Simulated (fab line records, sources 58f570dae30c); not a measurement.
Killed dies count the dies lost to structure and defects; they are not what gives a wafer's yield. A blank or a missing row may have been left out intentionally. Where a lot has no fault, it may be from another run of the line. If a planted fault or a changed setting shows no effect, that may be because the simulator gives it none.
Comparing a struck lot with a sound one | flow berkeley-cmos170 | 14 out of 331 route steps
Sound: wafers L762.1, L762.4, L762.6. The struck wafers were L761.1, L761.2, L761.5. The cause is named last.
Each step with rows lists, per side, the tool, then ch with its chambers, then its first start. Under that, the readings that differ: sound wafers | struck wafers | difference of the means | sigmas: that difference in standard deviations of wafers without a fault.
alike: readings with means less than 2 such deviations apart, plus words and numbers identical on both sides. not compared: withheld readings, readings lacking a value on some wafer, bounds such as >300 that could conceal the same value, and numbers that have no deviation in the record and whose values overlap.
The two part at a step that has a row with sigmas, a row that says differs or no value, or rows on one side only. Non-overlapping numbers with no deviation appear without sigmas and do not part them. Lack of a reading on every wafer of one side parts them only where that side has two or more wafers.

UCB170_SACOX_THK_MEAS_02:
  sound: film-metro-02 at day 9 11:55; struck: film-metro-03 at day 9 11:55
  alike: SACOX_OXIDE_THK
then, 2 steps without rows for these wafers: UCB170_SCREENOX_WET_ETCH_00 (etches SiO2 in dHF, time 200 s); UCB170_SCREENOX_OXIDATION_01 (target thk 14.4 nm, ox time 2400 s).
UCB170_SCREENOX_THK_MEAS_02:
  sound: film-metro-02 at day 9 17:30; struck: film-metro-03 at day 9 17:30
  alike: SCREENOX_OXIDE_THK
then, 7 steps without rows for these wafers: UCB170_SCREENOX_ANNEAL_03 (time 900 s); UCB170_NVT_HMDS_00 (prime time 60 s); UCB170_NVT_COAT_01 (resist thk 900 nm); UCB170_NVT_SOFTBAKE_02 (time 60 s); UCB170_NVT_EXPOSE_03 (exposes mask PWELL, target cd 3000 nm); UCB170_NVT_PEB_04; UCB170_NVT_DEVELOP_05 (develop time 45 s).
UCB170_NVT_OVL_MEAS_06:
  sound: overlay-02 at day 10 00:09; struck: overlay-01 at day 10 00:16
  reading      | sound       | struck | difference | sigmas
  NVT_OVL (nm) | -15 -11 -14 | 6 -5 2 | +14        | +3
UCB170_NVT_IMPLANT_07:
  sound on implanter-03 ch 0, day 10 00:11; struck on implanter-02 ch 0, day 10 00:18
  reading                   | sound                | struck               | difference | sigmas
  beam-energy-keV           | 50.001 50.009 49.972 | 51.660 51.646 51.632 | +1.652     | +99 or more
  model.implant.rp-nm (nm)  | 37.31 37.31 37.31    | 38.54 38.54 38.54    | +1.23      |
  model.implant.drp-nm (nm) | 18.57 18.57 18.57    | 19.01 19.01 19.01    | +0.44      |
UCB170_NVT_STRIP_08: strips in O2.
  sound on plasma-asher-03 ch 0,1, day 10 00:20; struck on plasma-asher-02 ch 0,1, day 10 00:27
  alike: drypump-motor-current-A, oes-product-au, strip-time-to-endpoint-s
  not compared: rf-hours-counter-h

## WHERE THEY PART
Earliest at UCB170_NVT_OVL_MEAS_06; latest, in this record, at UCB170_NVT_IMPLANT_07. Later steps at which nothing parts them and some readings are alike: UCB170_NVT_STRIP_08.

WHY: what had been put in by the simulator
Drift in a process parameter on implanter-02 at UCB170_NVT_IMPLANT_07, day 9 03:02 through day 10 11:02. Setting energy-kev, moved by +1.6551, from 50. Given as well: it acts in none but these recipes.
